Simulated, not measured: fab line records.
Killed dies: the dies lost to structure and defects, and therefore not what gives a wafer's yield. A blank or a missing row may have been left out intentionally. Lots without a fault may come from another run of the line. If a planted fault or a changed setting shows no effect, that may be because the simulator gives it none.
What tool caused it? | flow berkeley cmos170 | 13 lots, 39 wafers sampled, at 5 steps of a route of 331

== WHAT EACH GAUGE READ, for each wafer ==
UCB170_CONTACT_OVL_MEAS_16.
lot  | measured     | on         | CONTACT_OVL (nm)
L611 | day 6 13:55  | overlay-02 | -10 -2 -2
L612 | day 7 00:59  | overlay-02 | -9 -5 -5
L616 | day 8 03:12  | overlay-01 | 0 0 6
L618 | day 8 03:46  | overlay-02 | -3 -5 -2
L620 | day 8 16:01  | overlay-01 | 0 -1 1
L623 | day 9 17:49  | overlay-02 | -2 4 -4
L625 | day 10 01:39 | overlay-02 | -1 -4 -7
L626 | day 10 12:29 | overlay-02 | -1 2 -1
L629 | day 11 06:08 | overlay-01 | 5 -2 8
L630 | day 11 06:37 | overlay-02 | -2 -1 6
L632 | day 11 06:56 | overlay-01 | -6 -8 -5
L633 | day 11 21:25 | overlay-01 | 8 -6 2
L634 | day 11 22:33 | overlay-02 | -4 0 -6

UCB170_V1_THK_MEAS_01.
lot  | measured     | on            | V1_TEOS_THK (nm)
L611 | day 6 20:07  | film metro-04 | 1996 1979 2022
L612 | day 7 06:07  | film metro-01 | 1993 1994 2032
L616 | day 8 08:12  | film metro-03 | 1982 2008 2014
L618 | day 8 08:08  | film metro-04 | 2003 2020 2045
L620 | day 9 00:35  | film metro-04 | 2169 1980 2025
L623 | day 9 23:15  | film metro-04 | 1983 2018 2012
L625 | day 10 07:53 | film metro-03 | 1975 2025 2009
L626 | day 10 19:29 | film metro-01 | 1976 1990 1984
L629 | day 11 11:44 | film metro-04 | 2002 2004 1998
L630 | day 11 14:43 | film metro-01 | 1961 2033 1998
L632 | day 11 14:52 | film metro-04 | 1995 2010 2010
L633 | day 12 04:25 | film metro-01 | 2002 2046 2013
L634 | day 12 04:25 | film metro-04 | 1982 2016 2002

UCB170_V1_CD_MEAS_12: target cd 700 nm.
lot  | measured     | on        | cd nm (nm)
L611 | day 6 22:19  | cd sem-01 | 700.9 699.5 699.7
L612 | day 7 09:11  | cd sem-01 | 703.0 701.2 702.1
L616 | day 8 10:14  | cd sem-02 | 700.3 701.2 702.0
L618 | day 8 10:01  | cd sem-01 | 698.5 699.5 700.2
L620 | day 9 02:17  | cd sem-02 | 699.6 698.6 698.6
L623 | day 10 00:49 | cd sem-02 | 700.4 700.3 700.2
L625 | day 10 10:34 | cd sem-01 | 698.8 698.3 698.8
L626 | day 10 21:32 | cd sem-01 | 698.1 698.9 697.9
L629 | day 11 14:19 | cd sem-02 | 701.2 701.2 701.1
L630 | day 11 16:36 | cd sem-01 | 703.1 702.5 703.1
L632 | day 11 16:55 | cd sem-02 | 700.5 700.0 700.1
L633 | day 12 08:49 | cd sem-02 | 699.3 697.9 698.4
L634 | day 12 08:43 | cd sem-01 | 701.0 702.8 700.0

== EACH LOT AND THE TOOL THAT RAN IT (in order: tool; ch and the chambers of the sampled wafers; start) ==
lot  | UCB170_M1_ETCH_11                  | UCB170_V1_CVD_00
L611 | rie diel-01 ch 0,1,2, day 6 16:41  | pecvd-03 ch 0,1,2, day 6 19:56
L612 | rie diel-01 ch 0,1,2, day 7 03:11  | pecvd-01 ch 0,1,2, day 7 05:58
L616 | rie diel-03 ch 0,1,3, day 8 05:07  | pecvd-03 ch 1,2, day 8 07:58
L618 | rie diel-03 ch 0,2, day 8 05:46    | pecvd-01 ch 0,2, day 8 07:58
L620 | rie diel-02 ch 2,3, day 8 18:20    | pecvd-02 ch 0,1,2, day 9 00:26
L623 | rie diel-03 ch 0,1, day 9 19:52    | pecvd-01 ch 0,1, day 9 23:04
L625 | rie diel-03 ch 0,1,3, day 10 03:36 | pecvd-03 ch 0,2, day 10 07:42
L626 | rie diel-01 ch 0,2,3, day 10 14:19 | pecvd-03 ch 0,1,2, day 10 19:20
L629 | rie diel-01 ch 1,2, day 11 09:01   | pecvd-01 ch 0,1,2, day 11 11:38
L630 | rie diel-03 ch 0,1,3, day 11 10:04 | pecvd-01 ch 0,1,2, day 11 14:33
L632 | rie diel-01 ch 1,2,3, day 11 10:15 | pecvd-01 ch 0,1,2, day 11 14:43
L633 | rie diel-01 ch 1,2,3, day 11 23:32 | pecvd-01 ch 1,2, day 12 04:15
L634 | rie diel-02 ch 0,3, day 12 00:53   | pecvd-03 ch 0,1, day 12 04:15
- UCB170_M1_ETCH_11: etches BARC in N2/H2.
- UCB170_V1_CVD_00: deposits SiO2 from TEOS/O2, target thk 2000 nm, time 250 s.

== AS READ BY THE TOOLS THEMSELVES (means over the sampled wafers that have a number; for cases with no such wafer, the mark the record gives instead) ==
UCB170_M1_ETCH_11.
lot  | tool        | chamber pressure mTorr (mTorr) | drypump motor current A (A) | oes product au (a.u.) | throttle valve pct (%)
L611 | rie diel-01 | 29.992                         | 5.8                         | 1.000                 | 13.37
L612 | rie diel-01 | 30.003                         | 5.8                         | 0.997                 | 13.37
L616 | rie diel-03 | 30.012                         | 6.1                         | 0.979                 | 13.22
L618 | rie diel-03 | 30.027                         | 6.1                         | 1.002                 | 13.07
L620 | rie diel-02 | 30.011                         | 5.8                         | 1.003                 | 13.14
L623 | rie diel-03 | 29.998                         | 6.0                         | 0.983                 | 13.31
L625 | rie diel-03 | 29.997                         | 6.0                         | 0.979                 | 13.21
L626 | rie diel-01 | 30.004                         | 5.5                         | 0.997                 | 13.32
L629 | rie diel-01 | 30.011                         | 5.8                         | 1.004                 | 13.25
L630 | rie diel-03 | 30.023                         | 6.0                         | 0.986                 | 13.21
L632 | rie diel-01 | 29.991                         | 5.8                         | 0.990                 | 13.35
L633 | rie diel-01 | 30.000                         | 5.8                         | 0.995                 | 13.36
L634 | rie diel-02 | 30.002                         | 5.5                         | 0.999                 | 13.39

UCB170_V1_CVD_00.
lot  | tool     | heater power w (W) | rf fwd power W (W)
L611 | pecvd-03 | 243                | 547.9
L612 | pecvd-01 | 257                | 550.2
L616 | pecvd-03 | 238                | 545.6
L618 | pecvd-01 | 219                | 548.6
L620 | pecvd-02 | 244                | 622.6
L623 | pecvd-01 | 229                | 548.6
L625 | pecvd-03 | 290                | 549.0
L626 | pecvd-03 | 246                | 548.1
L629 | pecvd-01 | 199                | 547.8
L630 | pecvd-01 | 224                | 549.5
L632 | pecvd-01 | 210                | 550.4
L633 | pecvd-01 | 197                | 547.6
L634 | pecvd-03 | 220                | 547.7

== THE ANSWER, worked out from the rows above alone ==
Rule: usual is defined by the lots themselves. The widest of any qualifying gaps counts: lots, ordered by their means at a reading, are off when they make up no more than a third of the lots, leave a main group of 4 or more, and stand apart from it by 3 or more times the standard deviation of that group's means. A main group whose means are all the same, to the digits that the tables above print for the reading, isn't used. A lot without any number at a reading at which 4 lots or more have one is off too. Any other lot the step has rows for is counted as sound. After the gauges, taken in route order, come the tools' own readings; for these a lot's mean is taken, as printed above. At the first step where some lot is off, the reading lying furthest off is the one used; lots without a number count as furthest.
Off: at UCB170_V1_THK_MEAS_01 (V1_TEOS_THK), L620. Mean 2004 nm and standard deviation 9.8 in the main group.
If a tool, at a process step before that reading, ran all the lots that are off and no sound lot after the first of them, it fits. The gauges at UCB170_V1_THK_MEAS_01 aren't tried: what is off there is off at UCB170_V1_CVD_00 too, on other tools, and a gauge's error can't cause that. One candidate fits, namely pecvd-02 at UCB170_V1_CVD_00. It ran no sound lot before its first lot that is off in this sample, so the start can't be narrowed down.
The tool's own readings at UCB170_V1_CVD_00 bear it out: on the lots that are off they differ by more than 5 times the standard deviation of the sound lots' means. rf fwd power W reads 622.6 W there against 548.4 W on the sound lots.

== WHAT THE SIMULATOR HAD INSERTED ==
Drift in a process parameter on pecvd-02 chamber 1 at UCB170_V1_CVD_00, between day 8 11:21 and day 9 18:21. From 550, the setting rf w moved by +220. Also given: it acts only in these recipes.
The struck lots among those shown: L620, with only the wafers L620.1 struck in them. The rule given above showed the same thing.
